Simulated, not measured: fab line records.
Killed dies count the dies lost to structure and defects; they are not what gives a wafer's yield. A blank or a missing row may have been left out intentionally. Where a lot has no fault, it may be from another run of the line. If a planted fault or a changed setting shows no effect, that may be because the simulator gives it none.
The tool behind it: which one? :: flow ritCmos :: 39 wafers from 13 lots sampled at 4 of the route's 202 steps

== WHAT THE GAUGES READ, wafer by wafer ==
RIT_PSD_TW_MEAS_10. Usual: PSD_TW typically reads 3460, with standard deviation 45.
lot: L624
measured: day 3 03:04
on: filmMetro-01
PSD_TW: 3449 3437 3447
flag: 

lot: L625
measured: day 3 08:05
on: filmMetro-01
PSD_TW: 3437 3445 3449
flag: 

lot: L627
measured: day 3 15:47
on: filmMetro-04
PSD_TW: 3512 3512 3504
flag: 

lot: L628
measured: day 3 23:59
on: filmMetro-04
PSD_TW: 3498 3488 3511
flag: 

lot: L629
measured: day 4 04:06
on: filmMetro-04
PSD_TW: 3504 3505 3503
flag: 

lot: L630
measured: day 4 13:21
on: filmMetro-01
PSD_TW: 3462 3463 3468
flag: 

lot: L631
measured: day 4 14:28
on: filmMetro-02
PSD_TW: 3424 3426 3454
flag: 

lot: L632
measured: day 4 19:27
on: filmMetro-04
PSD_TW: 3510 3508 3503
flag: 

lot: L633
measured: day 4 22:40
on: filmMetro-02
PSD_TW: 3449 3426 3447
flag: 

lot: L638
measured: day 6 02:27
on: filmMetro-02
PSD_TW: 3421 3414 3414
flag: 

lot: L643
measured: day 7 03:44
on: filmMetro-04
PSD_TW: 3500 3497 3513
flag: 

lot: L645
measured: day 7 15:58
on: filmMetro-04
PSD_TW: 3498 3514 3494
flag: 

lot: L647
measured: day 8 03:05
on: filmMetro-02
PSD_TW: 3383 3377 3379
flag: 

RIT_M1_RS_MEAS_01: the measuring method here is four-point-probe. Usual: M1_AL_RS typically reads 0.0712 ohm/sq, with standard deviation 0.00077.
lot: L624
measured: day 3 07:07
on: filmMetro-01
M1_AL_RS (ohm/sq): 0.0699 0.0690 0.0695
flag: 

lot: L625
measured: day 3 12:08
on: filmMetro-02
M1_AL_RS (ohm/sq): 0.0717 0.0718 0.0707
flag: 

lot: L627
measured: day 3 19:50
on: filmMetro-02
M1_AL_RS (ohm/sq): 0.0714 0.0709 0.0712
flag: 

lot: L628
measured: day 4 04:08
on: filmMetro-01
M1_AL_RS (ohm/sq): 0.0718 0.0720 0.0716
flag: 

lot: L629
measured: day 4 08:14
on: filmMetro-01
M1_AL_RS (ohm/sq): 0.0705 0.0712 0.0705
flag: 

lot: L630
measured: day 4 17:34
on: filmMetro-02
M1_AL_RS (ohm/sq): 0.0712 0.0711 0.0710
flag: 

lot: L631
measured: day 4 18:37
on: filmMetro-02
M1_AL_RS (ohm/sq): 0.0727 0.0734 0.0724
flag: 

lot: L632
measured: day 4 23:40
on: filmMetro-01
M1_AL_RS (ohm/sq): 0.0707 0.0712 0.0701
flag: 

lot: L633
measured: day 5 02:48
on: filmMetro-02
M1_AL_RS (ohm/sq): 0.0708 0.0706 0.0702
flag: 

lot: L638
measured: day 6 06:57
on: filmMetro-02
M1_AL_RS (ohm/sq): 0.0706 0.0714 0.0711
flag: 

lot: L643
measured: day 7 07:44
on: filmMetro-04
M1_AL_RS (ohm/sq): 0.0708 0.0708 0.0702
flag: 

lot: L645
measured: day 7 20:08
on: filmMetro-01
M1_AL_RS (ohm/sq): 0.0721 0.0711 0.0711
flag: 

lot: L647
measured: day 8 07:17
on: filmMetro-01
M1_AL_RS (ohm/sq): 0.0712 0.0716 0.0705
flag: 

== EACH LOT AND THE TOOL THAT RAN IT (in order: tool; ch and the chambers of the sampled wafers; start) ==
lot: L624
RIT_PRETRO_EXPOSE_03: ilineStepper-01 ch 0, day 2 07:42
RIT_SILICIDE_RTA_06: rtpAnneal-02 ch 0, day 3 04:31

lot: L625
RIT_PRETRO_EXPOSE_03: ilineStepper-02 ch 0, day 2 12:03
RIT_SILICIDE_RTA_06: rtpAnneal-01 ch 0, day 3 09:31

lot: L627
RIT_PRETRO_EXPOSE_03: ilineStepper-02 ch 0, day 2 21:43
RIT_SILICIDE_RTA_06: rtpAnneal-01 ch 0, day 3 17:14

lot: L628
RIT_PRETRO_EXPOSE_03: ilineStepper-02 ch 0, day 3 04:23
RIT_SILICIDE_RTA_06: rtpAnneal-02 ch 0, day 4 01:25

lot: L629
RIT_PRETRO_EXPOSE_03: ilineStepper-02 ch 0, day 3 08:21
RIT_SILICIDE_RTA_06: rtpAnneal-01 ch 0, day 4 05:31

lot: L630
RIT_PRETRO_EXPOSE_03: ilineStepper-02 ch 0, day 3 14:11
RIT_SILICIDE_RTA_06: rtpAnneal-02 ch 0, day 4 14:46

lot: L631
RIT_PRETRO_EXPOSE_03: ilineStepper-01 ch 0, day 3 18:35
RIT_SILICIDE_RTA_06: rtpAnneal-01 ch 0, day 4 15:54

lot: L632
RIT_PRETRO_EXPOSE_03: ilineStepper-02 ch 0, day 3 22:18
RIT_SILICIDE_RTA_06: rtpAnneal-02 ch 0, day 4 20:57

lot: L633
RIT_PRETRO_EXPOSE_03: ilineStepper-01 ch 0, day 4 04:52
RIT_SILICIDE_RTA_06: rtpAnneal-01 ch 0, day 5 00:10

lot: L638
RIT_PRETRO_EXPOSE_03: ilineStepper-01 ch 0, day 5 05:38
RIT_SILICIDE_RTA_06: rtpAnneal-02 ch 0, day 6 04:13

lot: L643
RIT_PRETRO_EXPOSE_03: ilineStepper-02 ch 0, day 6 07:31
RIT_SILICIDE_RTA_06: rtpAnneal-01 ch 0, day 7 05:09

lot: L645
RIT_PRETRO_EXPOSE_03: ilineStepper-01 ch 0, day 6 18:55
RIT_SILICIDE_RTA_06: rtpAnneal-01 ch 0, day 7 17:24

lot: L647
RIT_PRETRO_EXPOSE_03: ilineStepper-01 ch 0, day 7 05:24
RIT_SILICIDE_RTA_06: rtpAnneal-01 ch 0, day 8 04:33
- RIT_PRETRO_EXPOSE_03: exposes mask M5, target cd 43700 nm.
- RIT_SILICIDE_RTA_06: time 10 s, ramp up 5 s, ramp down 10 s.

== AS READ BY THE TOOLS THEMSELVES (means over the sampled wafers that have a number; for cases with no such wafer, the mark the record gives instead) ==
RIT_PRETRO_EXPOSE_03. Usual: focusOffsetNm -0.1 nm, standard deviation 0.53; reticleTempC 23.00 C, standard deviation 0.088.
lot: L624
tool: ilineStepper-01
focusOffsetNm (nm): -0.2
reticleTempC (C): 23.06
flag: 

lot: L625
tool: ilineStepper-02
focusOffsetNm (nm): -0.6
reticleTempC (C): 22.88
flag: 

lot: L627
tool: ilineStepper-02
focusOffsetNm (nm): -0.7
reticleTempC (C): 22.97
flag: 

lot: L628
tool: ilineStepper-02
focusOffsetNm (nm): 0.7
reticleTempC (C): 22.95
flag: 

lot: L629
tool: ilineStepper-02
focusOffsetNm (nm): -0.3
reticleTempC (C): 23.08
flag: 

lot: L630
tool: ilineStepper-02
focusOffsetNm (nm): 0.3
reticleTempC (C): 23.02
flag: 

lot: L631
tool: ilineStepper-01
focusOffsetNm (nm): -0.2
reticleTempC (C): 22.96
flag: 

lot: L632
tool: ilineStepper-02
focusOffsetNm (nm): 0.6
reticleTempC (C): 23.07
flag: 

lot: L633
tool: ilineStepper-01
focusOffsetNm (nm): -0.1
reticleTempC (C): 22.99
flag: 

lot: L638
tool: ilineStepper-01
focusOffsetNm (nm): -0.9
reticleTempC (C): 22.93
flag: 

lot: L643
tool: ilineStepper-02
focusOffsetNm (nm): -0.5
reticleTempC (C): 22.99
flag: 

lot: L645
tool: ilineStepper-01
focusOffsetNm (nm): 0.3
reticleTempC (C): 22.98
flag: 

lot: L647
tool: ilineStepper-01
focusOffsetNm (nm): -0.2
reticleTempC (C): 23.09
flag: 

RIT_SILICIDE_RTA_06. Usual: annealTempCMax 752.7, standard deviation 0.53; wafer_temp_C_max 753.1, standard deviation 1.3.
lot: L624
tool: rtpAnneal-02
annealTempCMax: 753.2
wafer_temp_C_max: 752.2
flag: 

lot: L625
tool: rtpAnneal-01
annealTempCMax: 752.6
wafer_temp_C_max: 754.1
flag: 

lot: L627
tool: rtpAnneal-01
annealTempCMax: 752.2
wafer_temp_C_max: 753.3
flag: 

lot: L628
tool: rtpAnneal-02
annealTempCMax: 753.4
wafer_temp_C_max: 752.2
flag: 

lot: L629
tool: rtpAnneal-01
annealTempCMax: 752.1
wafer_temp_C_max: 754.7
flag: 

lot: L630
tool: rtpAnneal-02
annealTempCMax: 752.7
wafer_temp_C_max: 751.4
flag: 

lot: L631
tool: rtpAnneal-01
annealTempCMax: 752.0
wafer_temp_C_max: 754.5
flag: 

lot: L632
tool: rtpAnneal-02
annealTempCMax: 752.8
wafer_temp_C_max: 752.2
flag: 

lot: L633
tool: rtpAnneal-01
annealTempCMax: 752.8
wafer_temp_C_max: 753.8
flag: 

lot: L638
tool: rtpAnneal-02
annealTempCMax: 753.0
wafer_temp_C_max: 752.1
flag: 

lot: L643
tool: rtpAnneal-01
annealTempCMax: 751.8
wafer_temp_C_max: 754.4
flag: 

lot: L645
tool: rtpAnneal-01
annealTempCMax: 752.6
wafer_temp_C_max: 754.1
flag: 

lot: L647
tool: rtpAnneal-01
annealTempCMax: 752.6
wafer_temp_C_max: 753.8
flag: 

== THE ANSWER, worked out from the rows above alone ==
Rule: a lot counts as off when the mean over its wafers that have a number is more than 3 standard deviations away from the usual mean. Also off: a lot with no number at a reading for which 4 or more lots have one. All remaining lots with rows at the step are treated as sound. First the gauges in route order, then the tools' own readings, where a lot's mean is used as printed above. At the first step where some lot is off, the reading lying furthest off is the one used; lots without a number count as furthest.
None of the lots is off at any reading shown; this tells nothing.

== WHAT THE SIMULATOR PUT IN ==
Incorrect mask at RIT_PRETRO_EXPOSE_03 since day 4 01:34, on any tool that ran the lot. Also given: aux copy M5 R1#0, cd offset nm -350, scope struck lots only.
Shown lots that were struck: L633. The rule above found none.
